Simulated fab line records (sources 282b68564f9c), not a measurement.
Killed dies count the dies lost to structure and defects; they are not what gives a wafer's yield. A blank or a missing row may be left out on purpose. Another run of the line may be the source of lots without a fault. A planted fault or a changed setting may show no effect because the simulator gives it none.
Tool commonality check | flow rit-cmos | 16 lots, 48 wafers sampled

== WHAT PROMPTED THE OPENING ==
At RIT_NSD_OVL_MEAS_06 the reading NSD_OVL is flagged on 4 of 16 lots. Fault-free wafers read 0.0 nm, with a standard deviation of 1.1.
Rule: a lot is flagged when every wafer of it that has a number lies more than 4 standard deviations from that mean, or none has a number. As for the other lots, they are considered sound.

lot  | measured    | on         | NSD_OVL (nm), wafer by wafer | flag
L385 | day 3 01:04 | overlay-01 | 0.2 1.0 1.2                  |
L386 | day 3 05:33 | overlay-01 | -0.9 -1.2 -1.5               |
L387 | day 3 13:58 | overlay-02 | 0.3 -0.2 0.1                 |
L388 | day 3 18:54 | overlay-02 | 1.5 1.2 -0.2                 |
L389 | day 3 21:26 | overlay-01 | -0.3 0.7 -0.3                |
L390 | day 4 04:30 | overlay-02 | 0.3 -0.8 -0.7                |
L391 | day 4 07:05 | overlay-02 | 2.2 2.3 1.3                  |
L392 | day 4 11:46 | overlay-01 | 3638.6 3638.0 3639.1         | FLAGGED
L393 | day 4 16:52 | overlay-01 | 3637.0 3636.8 3638.3         | FLAGGED
L394 | day 4 22:41 | overlay-02 | 3636.7 3636.7 3637.1         | FLAGGED
L395 | day 5 01:51 | overlay-01 | 3637.0 3638.5 3636.9         | FLAGGED
L396 | day 5 10:45 | overlay-02 | 1.0 -0.2 -1.0                |
L397 | day 5 14:10 | overlay-01 | -0.4 1.0 0.8                 |
L398 | day 5 22:04 | overlay-01 | 0.4 0.2 1.0                  |
L404 | day 7 00:21 | overlay-01 | 1.1 1.7 1.0                  |
L406 | day 7 13:16 | overlay-02 | -1.1 1.0 0.3                 |
Flagged lots average 3637.6 nm: +3637.6 nm relative to the usual, that is +99 or more standard deviations.

== TOOL THAT RAN EACH LOT ==
The record keeps 1 process step preceding the reading, out of 202 steps on the route. Read each cell as the tool, then ch plus the chambers that the sampled wafers visited, then the start.
lot  | flag    | RIT_NSD_EXPOSE_03
L385 |         | iline-stepper-02 ch 0, day 3 00:41
L386 |         | iline-stepper-01 ch 0, day 3 05:11
L387 |         | iline-stepper-01 ch 0, day 3 13:34
L388 |         | iline-stepper-02 ch 0, day 3 18:30
L389 |         | iline-stepper-01 ch 0, day 3 21:02
L390 |         | iline-stepper-01 ch 0, day 4 04:07
L391 |         | iline-stepper-02 ch 0, day 4 06:42
L392 | FLAGGED | iline-stepper-01 ch 0, day 4 11:23
L393 | FLAGGED | iline-stepper-01 ch 0, day 4 16:29
L394 | FLAGGED | iline-stepper-01 ch 0, day 4 22:19
L395 | FLAGGED | iline-stepper-01 ch 0, day 5 01:29
L396 |         | iline-stepper-02 ch 0, day 5 10:21
L397 |         | iline-stepper-02 ch 0, day 5 13:46
L398 |         | iline-stepper-02 ch 0, day 5 21:41
L404 |         | iline-stepper-02 ch 0, day 6 23:57
L406 |         | iline-stepper-02 ch 0, day 7 12:52
What the steps here do:
- RIT_NSD_EXPOSE_03: exposes mask M9, target cd 40700 nm.
- RIT_NSD_OVL_MEAS_06

== FLAGGED OVER TOTAL, TOOL BY TOOL (the gauges that took the reading come last) ==
step                | tool             | lots run | flagged | share of the flagged lots | sound lots run after its first flagged lot
RIT_NSD_EXPOSE_03   | iline-stepper-01 | 8        | 4       | all                       | 0
RIT_NSD_EXPOSE_03   | iline-stepper-02 | 8        | 0       | none                      | -
RIT_NSD_OVL_MEAS_06 | overlay-01       | 9        | 3       | some                      | 3 (L397,L398,L404)
RIT_NSD_OVL_MEAS_06 | overlay-02       | 7        | 1       | some                      | 2 (L396,L406)

== WHAT THE TABLE PERMITS ==
In the table, 1 row covers all flagged lots: iline-stepper-01 at RIT_NSD_EXPOSE_03.
- iline-stepper-01 at RIT_NSD_EXPOSE_03: 4 of its 8 lots flagged. It ran its last sound lot, L390, at day 4 04:07 and its first flagged lot, L392, at day 4 11:23: a fault with its onset between the two fits.
Left over: one tool, iline-stepper-01 at RIT_NSD_EXPOSE_03.

== WHAT THE SIMULATOR HAD PUT IN ==
Scanner matching overlay: iline-stepper-01, from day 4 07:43 on, at RIT_NSD_EXPOSE_03. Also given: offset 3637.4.
Struck lots among those shown: L392, L393, L394, L395. The rule given above showed the same thing.
